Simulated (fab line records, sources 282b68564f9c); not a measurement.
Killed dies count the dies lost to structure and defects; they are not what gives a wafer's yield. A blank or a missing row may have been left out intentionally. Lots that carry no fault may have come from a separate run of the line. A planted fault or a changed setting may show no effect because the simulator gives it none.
fab line records    flow ritCmos
[record] lots = 6  wafers = 18  lastDay = 8
route steps=202 shown NSD@139 PSD@142 M1@202
lots untouched by any fault: they come from a run of this same line in which no faults occurred
startH: the number of hours between the record's first day and the start of the first shown wafer of the lot    waitH: time in hours since the lot's previous step    " the same as in the row above    L1.1+2: a single row standing in for several wafers    - no value, or no start given    * or withheld: withheld    < > ~ a bound
route shown NAME@n: NAME is a module with steps in the file, n the number in the route of the first one    usual: average and standard deviation across the fault-free wafers    same: alike in all rows    chamber/n: place in a boat    sites: per-site readings    _std_site: the standard deviation of these    _edge_site: mean of outer sites minus mean of inner sites    radiusMm: for every site, how far away it sits from the centre of the wafer    mask NAME#n: copy n    behind: the most recent tool/chamber to have shaped the wafer    hold: cause of the lot's hold/its duration in hours/its outcome    device: transistor that didn't switch, given as n, p or np    end of line: the tests these same wafers got at the end of their route    where a step has no rows: the recipe by itself    killed: not the wafer's yield, but the dies lost to structure and defects at the first sort    map: dies across one wafer; x = killed, . = not, _ = none there
set.NAME: the run value of the setting; set.NAME@STEP: its run value at that earlier step    model.NAME: the simulator's own value behind a step, which no gauge read
lots at some steps of the route; a table a step, a row a wafer
services: the hour from which a tool's chamber was out of use, counted from the record's first day as startH (under 0 if before that day), plus the number of hours and why
[[steps]]
[step RIT_NSD_IMPLANT_08]
[recipe] species = P  energyKev = 25  doseCm2 = 1e+15  tiltDeg = 7
[step RIT_NSD_STRIP_09]
[recipe] chemistry = O2  timeS = 180  resist = NOVOLAK  platenTempC = withheld  powerW = 500  pressureMtorr = 4000  o2FlowSccm = 4000
[usual] chamberPressureMTorr = 4000/3.9  drypumpMotorCurrentA = 5.92/0.24
lot.wafer  tool            chamber  startH  waitH  chamberPressureMTorr  drypumpMotorCurrentA  rfHoursCounterH
L884.2     plasmaAsher-02  0        54.73   0.1    4006                  5.74                  44
L884.3     "               1        "       "      4002                  5.91                  -
L884.4     "               0        "       "      4002                  5.76                  -
L886.1     plasmaAsher-02  0        66.70   0.1    3999                  5.79                  45
L886.2     "               1        "       "      4001                  5.91                  45
L886.6     "               0        "       "      3999                  5.75                  -
L888.1     plasmaAsher-01  0        80.90   0.1    4003                  5.74                  44
L888.3     "               0        "       "      4001                  5.74                  -
L888.5     "               1        "       "      4003                  6.41                  -
L889.2     plasmaAsher-01  0        85.68   0.1    3993                  5.74                  45
L889.5     "               0        "       "      3998                  5.73                  -
L889.6     "               1        "       "      3992                  6.44                  -
L899.1     plasmaAsher-01  0        131.21  0.1    3999                  5.70                  2
L899.2     "               1        "       "      4001                  6.45                  2
L899.3     "               0        "       "      3995                  5.73                  -
L906.3     plasmaAsher-01  0        171.23  0.1    3996                  5.74                  -
L906.5     "               1        "       "      4000                  6.42                  -
L906.6     "               0        "       "      4002                  5.75                  -
[step RIT_NSD_TW_MEAS_10]
[usual] NSD_TW = 3100/19
lot.wafer  tool          chamber  startH  waitH  NSD_TW
L884.2     filmMetro-04  -        54.92   0.1    3070
L884.3     "             -        "       "      3064
L884.4     "             -        "       "      3064
L886.1     filmMetro-03  -        66.88   0.1    3096
L886.2     "             -        "       "      3113
L886.6     "             -        "       "      3095
L888.1     filmMetro-03  -        81.08   0.1    3113
L888.3     "             -        "       "      3092
L888.5     "             -        "       "      3109
L889.2     filmMetro-03  -        85.86   0.1    3092
L889.5     "             -        "       "      3101
L889.6     "             -        "       "      3090
L899.1     filmMetro-04  -        131.39  0.1    3104
L899.2     "             -        "       "      3093
L899.3     "             -        "       "      3085
L906.3     filmMetro-01  -        171.37  0.1    3134
L906.5     "             -        "       "      3133
L906.6     "             -        "       "      3137
[step RIT_PSD_HMDS_00]
[recipe] primeTimeS = 60  primeTempC = 140
[step RIT_PSD_COAT_01]
[recipe] resist = NOVOLAK  spinRpm = 3250  resistThkNm = 1000
[step RIT_PSD_SOFTBAKE_02]
[recipe] resist = NOVOLAK  tempC = 90  timeS = 60
[step RIT_PSD_EXPOSE_03]
[recipe] maskId = M10  na = 0.57  targetCdNm = 40900  doseMj = 250
[step RIT_PSD_PEB_04]
[recipe] resist = NOVOLAK  tempC = withheld  timeS = withheld
[step RIT_PSD_DEVELOP_05]
[recipe] resist = NOVOLAK  developTimeS = 50  devTempC = 23
[step RIT_PSD_OVL_MEAS_06]
[usual] PSD_OVL = -0.5/1.5
lot.wafer  tool        chamber  startH  waitH  PSD_OVL[nm]
L884.2     overlay-01  -        55.96   -      0.1
L884.3     "           -        "       "      0.5
L884.4     "           -        "       "      0.2
L886.1     overlay-01  -        68.11   -      -1.7
L886.2     "           -        "       "      -0.2
L886.6     "           -        "       "      1.4
L888.1     overlay-01  -        82.11   -      -0.9
L888.3     "           -        "       "      -2.0
L888.5     "           -        "       "      -1.9
L889.2     overlay-01  -        87.03   -      3.0
L889.5     "           -        "       "      2.9
L889.6     "           -        "       "      2.3
L899.1     overlay-01  -        132.30  -      2.9
L899.2     "           -        "       "      0.8
L899.3     "           -        "       "      1.0
L906.3     overlay-01  -        172.40  -      0.5
L906.5     "           -        "       "      -0.5
L906.6     "           -        "       "      1.6
[step RIT_PSD_HARDBAKE_07]
[recipe] resist = NOVOLAK  tempC = 140  timeS = 60
[step RIT_PSD_IMPLANT_08]
[recipe] species = BF2  energyKev = 27  doseCm2 = 5e+15  tiltDeg = 7
[step RIT_PSD_STRIP_09]
[recipe] chemistry = O2  timeS = 180  resist = NOVOLAK  platenTempC = withheld  powerW = 500  pressureMtorr = 4000  o2FlowSccm = 4000
[usual] chamberPressureMTorr = 4000/3.6  drypumpMotorCurrentA = 6.2/0.35
lot.wafer  tool            chamber  startH  waitH  chamberPressureMTorr  drypumpMotorCurrentA  rfHoursCounterH  model.NOVOLAK_of_PSD_COAT_01.thkNm
L884.2     plasmaAsher-02  0        56.29   0.1    4003                  5.8                   44               0
L884.3     "               1        "       "      3999                  5.9                   -                0
L884.4     "               0        "       "      4002                  5.8                   -                0
L886.1     plasmaAsher-04  0        68.45   0.1    4006                  6.6                   23               0
L886.2     "               1        "       "      4002                  6.3                   23               0
L886.6     "               0        "       "      4001                  6.7                   -                0
L888.1     plasmaAsher-04  1        82.45   0.1    -                     -                     -                881.7
L888.3     "               1        "       "      -                     -                     -                883.6
L888.5     "               0        "       "      -                     -                     -                882.3
L889.2     plasmaAsher-04  0        87.36   0.1    -                     -                     -                885.4
L889.5     "               0        "       "      -                     -                     -                884.8
L889.6     "               1        "       "      -                     -                     -                885.9
L899.1     plasmaAsher-02  0        132.63  0.1    4002                  5.8                   52               0
L899.2     "               1        "       "      3996                  6.0                   52               0
L899.3     "               0        "       "      4001                  5.8                   -                0
L906.3     plasmaAsher-01  0        172.78  0.1    3999                  5.7                   -                0
L906.5     "               0        "       "      4004                  5.7                   -                0
L906.6     "               1        "       "      4001                  6.4                   -                0
[step RIT_PSD_TW_MEAS_10]
[usual] PSD_TW = 3404/19
lot.wafer  tool          chamber  startH  waitH  PSD_TW
L884.2     filmMetro-03  -        56.47   0.1    3392
L884.3     "             -        "       "      3414
L884.4     "             -        "       "      3397
L886.1     filmMetro-04  -        68.62   0.1    3363
L886.2     "             -        "       "      3368
L886.6     "             -        "       "      3359
L888.1     filmMetro-01  -        82.63   0.1    3433
L888.3     "             -        "       "      3448
L888.5     "             -        "       "      3443
L889.2     filmMetro-03  -        87.55   0.1    3413
L889.5     "             -        "       "      3403
L889.6     "             -        "       "      3400
L899.1     filmMetro-04  -        132.81  0.1    3382
L899.2     "             -        "       "      3391
L899.3     "             -        "       "      3389
L906.3     filmMetro-03  -        172.92  0.1    3425
L906.5     "             -        "       "      3422
L906.6     "             -        "       "      3424
[step RIT_M1_PROBE_99]
[usual] killed_at_M0_to_M3 = 0.0/0.12  killedAtFrontEnd = 7.5/2.8  killedDies = 7.6/2.9  killedOnRim = 2.1/1.4  killedOpen = 3.7/2  killedShort = 3.8/2
[same] grossDies = 264  killed_at_M4_up = 0  killedAtBackSide = 0  killedAtContacts = 0  killedAtOther = 0
lot.wafer  tool       chamber  startH  waitH  killed_at_M0_to_M3  killedAtFrontEnd  killedDies  killedOnRim  killedOpen  killedShort
L884.2     prober-01  -        64.54   0.1    0                   3                 3           1            1           2
L884.3     prober-01  -        64.59   0.2    0                   8                 8           2            6           2
L884.4     prober-01  -        64.64   0.2    0                   5                 5           0            1           4
L886.1     prober-01  -        77.90   0.1    0                   6                 6           0            3           3
L886.2     prober-01  -        77.95   0.1    0                   5                 5           1            3           2
L886.6     prober-01  -        78.15   0.2    0                   4                 4           1            3           1
L888.1     prober-01  -        90.62   0.1    1                   263               264         70           4           4
L888.3     prober-01  -        90.72   0.2    0                   264               264         70           3           2
L888.5     prober-01  -        90.82   0.2    0                   264               264         70           9           1
L889.2     prober-02  -        95.65   0.1    0                   264               264         70           2           4
L889.5     prober-02  -        95.80   0.2    0                   264               264         70           5           5
L889.6     prober-02  -        95.85   0.2    0                   264               264         70           1           4
L906.3     prober-02  -        180.73  0.2    0                   10                10          3            5           5
L906.5     prober-02  -        180.83  0.2    0                   8                 8           3            1           7
L906.6     prober-02  -        180.88  0.2    0                   13                13          4            7           6
// killed by level:class
L884.2 GATE:geometricParticle:short=2 REOX:geometricParticle:open=1
L884.3 GATE:geometricParticle:open=4 SPACER:geometricParticle:short=1 REOX:geometricParticle:short=1 REOX:geometricParticle:open=1 SILICIDE:geometricParticle:open=1
L884.4 GATE:geometricParticle:short=2 ACTIVE:geometricParticle:short=1 GATE:geometricParticle:open=1 SPACER:geometricParticle:short=1
L886.1 FOX2:geometricParticle:open=1 GATE:geometricParticle:open=1 GATE:geometricParticle:short=1 REOX:geometricParticle:short=1 SPACER:geometricParticle:open=1 SILICIDE:geometricParticle:short=1
L886.2 FOX1:geometricParticle:open=1 GATE:geometricParticle:open=1 SPACER:geometricParticle:short=1 SPACER:geometricParticle:open=1 SILICIDE:geometricParticle:short=1
L886.6 GATE:geometricParticle:open=2 SILICIDE:geometricParticle:short=1 SILICIDE:geometricParticle:open=1
L888.1 SDANNEAL:areaRta=256 GATE:geometricParticle:short=2 ACTIVE:geometricParticle:open=1 FOX1:geometricParticle:open=1 FOX2:geometricParticle:open=1 GATE:geometricParticle:open=1 SILICIDE:geometricParticle:short=1 M1:geometricParticle:short=1
L888.3 SDANNEAL:areaRta=259 GATE:geometricParticle:short=2 FOX1:geometricParticle:open=1 GATE:geometricParticle:open=1 SILICIDE:geometricParticle:open=1
L888.5 SDANNEAL:areaRta=254 SILICIDE:geometricParticle:open=5 FOX1:geometricParticle:open=2 FOX1:geometricParticle:short=1 GATE:geometricParticle:open=1 REOX:geometricParticle:open=1
L889.2 SDANNEAL:areaRta=258 SPACER:geometricParticle:short=2 FOX1:geometricParticle:short=1 REOX:geometricParticle:open=1 SPACER:geometricParticle:open=1 SILICIDE:geometricParticle:short=1
L889.5 SDANNEAL:areaRta=254 FOX1:geometricParticle:short=2 FOX1:geometricParticle:open=2 REOX:geometricParticle:short=2 GATE:geometricParticle:short=1 GATE:geometricParticle:open=1 REOX:geometricParticle:open=1 SPACER:geometricParticle:open=1
L889.6 SDANNEAL:areaRta=259 FOX1:geometricParticle:short=1 FOX1:geometricParticle:open=1 FOX2:geometricParticle:short=1 SPACER:geometricParticle:short=1 SILICIDE:geometricParticle:short=1
L906.3 FOX1:geometricParticle:open=3 GATE:geometricParticle:short=3 GATE:geometricParticle:open=2 FOX2:geometricParticle:short=1 SPACER:geometricParticle:short=1
L906.5 GATE:geometricParticle:short=4 SPACER:geometricParticle:short=2 GATE:geometricParticle:open=1 REOX:geometricParticle:short=1
L906.6 GATE:geometricParticle:short=3 FOX1:geometricParticle:open=2 GATE:geometricParticle:open=2 SPACER:geometricParticle:open=2 ACTIVE:geometricParticle:open=1 FOX2:geometricParticle:short=1 REOX:geometricParticle:short=1 SPACER:geometricParticle:short=1
// map L888.1 (x killed, . not)
________xxxxxxx_______
_____xxxxxxxxxxxxx____
____xxxxxxxxxxxxxxx___
___xxxxxxxxxxxxxxxxx__
__xxxxxxxxxxxxxxxxxxx_
__xxxxxxxxxxxxxxxxxxx_
_xxxxxxxxxxxxxxxxxxxxx
_xxxxxxxxxxxxxxxxxxxxx
_xxxxxxxxxxxxxxxxxxxxx
_xxxxxxxxxxxxxxxxxxxxx
__xxxxxxxxxxxxxxxxxxx_
__xxxxxxxxxxxxxxxxxxx_
___xxxxxxxxxxxxxxxxx__
____xxxxxxxxxxxxxxx___
_____xxxxxxxxxxxxx____
________xxxxxxx_______
// map L889.2 (x killed, . not)
________xxxxxxx_______
_____xxxxxxxxxxxxx____
____xxxxxxxxxxxxxxx___
___xxxxxxxxxxxxxxxxx__
__xxxxxxxxxxxxxxxxxxx_
__xxxxxxxxxxxxxxxxxxx_
_xxxxxxxxxxxxxxxxxxxxx
_xxxxxxxxxxxxxxxxxxxxx
_xxxxxxxxxxxxxxxxxxxxx
_xxxxxxxxxxxxxxxxxxxxx
__xxxxxxxxxxxxxxxxxxx_
__xxxxxxxxxxxxxxxxxxx_
___xxxxxxxxxxxxxxxxx__
____xxxxxxxxxxxxxxx___
_____xxxxxxxxxxxxx____
________xxxxxxx_______
[[services]]
tool            chamber  startH  hours  kind
plasmaAsher-02  -        72.58   11.4   pm
plasmaAsher-01  -        108.75  9.0    pm
plasmaAsher-01  0        108.75  9.0    ventCycle
plasmaAsher-01  1        108.75  9.0    ventCycle
plasmaAsher-01  0        117.75  -      clean
plasmaAsher-01  1        117.75  -      clean
plasmaAsher-04  -        158.88  1.4    repair
[[key]]
[firstSign] step = RIT_PSD_STRIP_09  reading = toolRecord  direction = missing
[effect] step = RIT_M1_PROBE_99  reading = killedAtFrontEnd  direction = up  sigmas = 90  usual = 7.5  struck = 263.8
[modelEffect] step = RIT_PSD_STRIP_09  value = NOVOLAK_of_PSD_COAT_01.thkNm  without = 0  struck = 884
[moreKillsBornAt] RIT_SDANNEAL_RTA_03@rtpAnneal-01 = 771  RIT_SDANNEAL_RTA_03@rtpAnneal-02 = 769
metAt RIT_PSD_STRIP_09
struckWafers L888.1,L888.3,L888.5,L889.2,L889.5,L889.6
laterRowsLeftOut L888.1,L888.3,L888.5,L889.2,L889.5,L889.6
testerLeftOut L888,L889
onsetBetween 68.45 82.45
[fault] kind = skippedStepWhole  tool = plasmaAsher-04  chamber = -  onsetH = 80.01  steps = RIT_PSD_STRIP_09  scope = struckLotsOnly
// testerLeftOut: of these lots the tester's yield and bins aren't shown, on N5 and GAA mostly nor the transistor test; their killed dies are dies lost to structure and defects alone, not to doping, threshold or leakage, so they don't give the yield
// laterRowsLeftOut: the simulator's readings of these wafers behind a module that went badly wrong aren't trusted and aren't shown, but for the sort
